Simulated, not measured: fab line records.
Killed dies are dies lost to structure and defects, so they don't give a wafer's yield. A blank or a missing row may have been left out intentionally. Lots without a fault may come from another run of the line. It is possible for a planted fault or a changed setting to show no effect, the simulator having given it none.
Which tool was responsible? | flow rit-cmos | 42 wafers from 14 lots sampled at 2 of the route's 202 steps

## WHAT EACH GAUGE READ, for each wafer
The record holds no reading of a measuring or inspecting step that can be judged against a usual standard deviation.

## WHAT TOOL EACH LOT RAN ON (gives the tool, then ch and the chambers of the sampled wafers, and finally the start)
lot  | RIT_PWELL_STRIP_09                  | RIT_M1_PROBE_99
L859 | plasma-asher-03 ch 0,1, day 2 06:18 | -
L861 | plasma-asher-03 ch 0,1, day 2 14:21 | -
L862 | plasma-asher-01 ch 0,1, day 2 18:22 | -
L863 | plasma-asher-04 ch 0,1, day 2 23:21 | -
L866 | plasma-asher-01 ch 0,1, day 3 18:49 | -
L867 | plasma-asher-03 ch 0,1, day 3 20:34 | -
L868 | plasma-asher-01 ch 0,1, day 4 00:22 | -
L869 | plasma-asher-03 ch 0,1, day 4 09:37 | prober-01, day 6 02:37
L870 | plasma-asher-01 ch 0,1, day 4 15:26 | prober-02, day 6 05:20
L874 | plasma-asher-03 ch 1, day 5 11:25   | -
L875 | plasma-asher-03 ch 0,1, day 5 17:05 | prober-01, day 7 03:27
L877 | plasma-asher-03 ch 0,1, day 5 22:32 | -
L878 | plasma-asher-03 ch 0,1, day 6 05:09 | -
L881 | plasma-asher-01 ch 0,1, day 6 17:15 | -
- RIT_PWELL_STRIP_09: strips in O2, time 180 s.
- RIT_M1_PROBE_99

## AS READ BY THE TOOLS THEMSELVES (means over the sampled wafers that have a number; for cases with no such wafer, the mark the record gives instead)
RIT_PWELL_STRIP_09.
lot  | tool            | drypump-motor-current-A (A) | o2-flow-sccm (sccm)
L859 | plasma-asher-03 | 5.66                        | 3995
L861 | plasma-asher-03 | 5.65                        | 3987
L862 | plasma-asher-01 | 5.55                        | 4010
L863 | plasma-asher-04 | 5.48                        | 4006
L866 | plasma-asher-01 | 5.56                        | 4006
L867 | plasma-asher-03 | 5.64                        | 4010
L868 | plasma-asher-01 | 5.23                        | 3997
L869 | plasma-asher-03 | 5.67                        | 4005
L870 | plasma-asher-01 | 5.55                        | 4015
L874 | plasma-asher-03 | 5.59                        | 4014
L875 | plasma-asher-03 | 5.66                        | 3987
L877 | plasma-asher-03 | 5.67                        | 4252
L878 | plasma-asher-03 | 5.67                        | 4267
L881 | plasma-asher-01 | 5.24                        | 3998

RIT_M1_PROBE_99.
lot  | tool      | killed-at-contacts | killed-at-front-end | killed-dies | killed-open | killed-short
L869 | prober-01 | 0.0                | 7                   | 7           | 4.0         | 3.3
L870 | prober-02 | 0.0                | 7                   | 7           | 3.0         | 4.0
L875 | prober-01 | 0.0                | 8                   | 8           | 5.0         | 2.7

## THE ANSWER, worked out from the rows above alone
Rule: usual is defined by the lots themselves. The widest of any qualifying gaps counts: lots, ordered by their means at a reading, are off when they make up no more than a third of the lots, leave a main group of 4 or more, and stand apart from it by 3 or more times the standard deviation of that group's means. A main group is skipped when, at the precision printed for the reading in the tables above, its means are all equal. A lot without any number at a reading at which 4 lots or more have one is off too. Where the step has rows for the other lots, those lots are counted as sound. Order of review: gauges by route order, followed by the tools' own readings, for which a lot's mean as printed above is used. The first step at which some lot is off is used, and at that step the reading that is off furthest; a lot without a number counts as furthest.
Off: L877, L878, at RIT_PWELL_STRIP_09 (o2-flow-sccm). Mean 4002 sccm and standard deviation 9.2 in the main group.
A tool fits if, at that step or a process step before it, it ran every lot that is off, and no sound lot after the first of them. One fits: plasma-asher-03 at RIT_PWELL_STRIP_09. A fault onset in the window from L875 (day 5 17:05, its last sound lot) to L877 (day 5 22:32, its first lot off) fits.
On the lots that are off, the tool's own readings at RIT_PWELL_STRIP_09 differ by more than 5 times the standard deviation of the sound lots' means, which bears it out; o2-flow-sccm reads 4260 sccm there versus 4002 sccm on the sound lots.

## WHAT THE SIMULATOR HAD INSERTED
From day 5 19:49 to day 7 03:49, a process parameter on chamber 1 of plasma-asher-03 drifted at RIT_PWELL_STRIP_09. The setting o2-flow-sccm was moved by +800, starting from 4000. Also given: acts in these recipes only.
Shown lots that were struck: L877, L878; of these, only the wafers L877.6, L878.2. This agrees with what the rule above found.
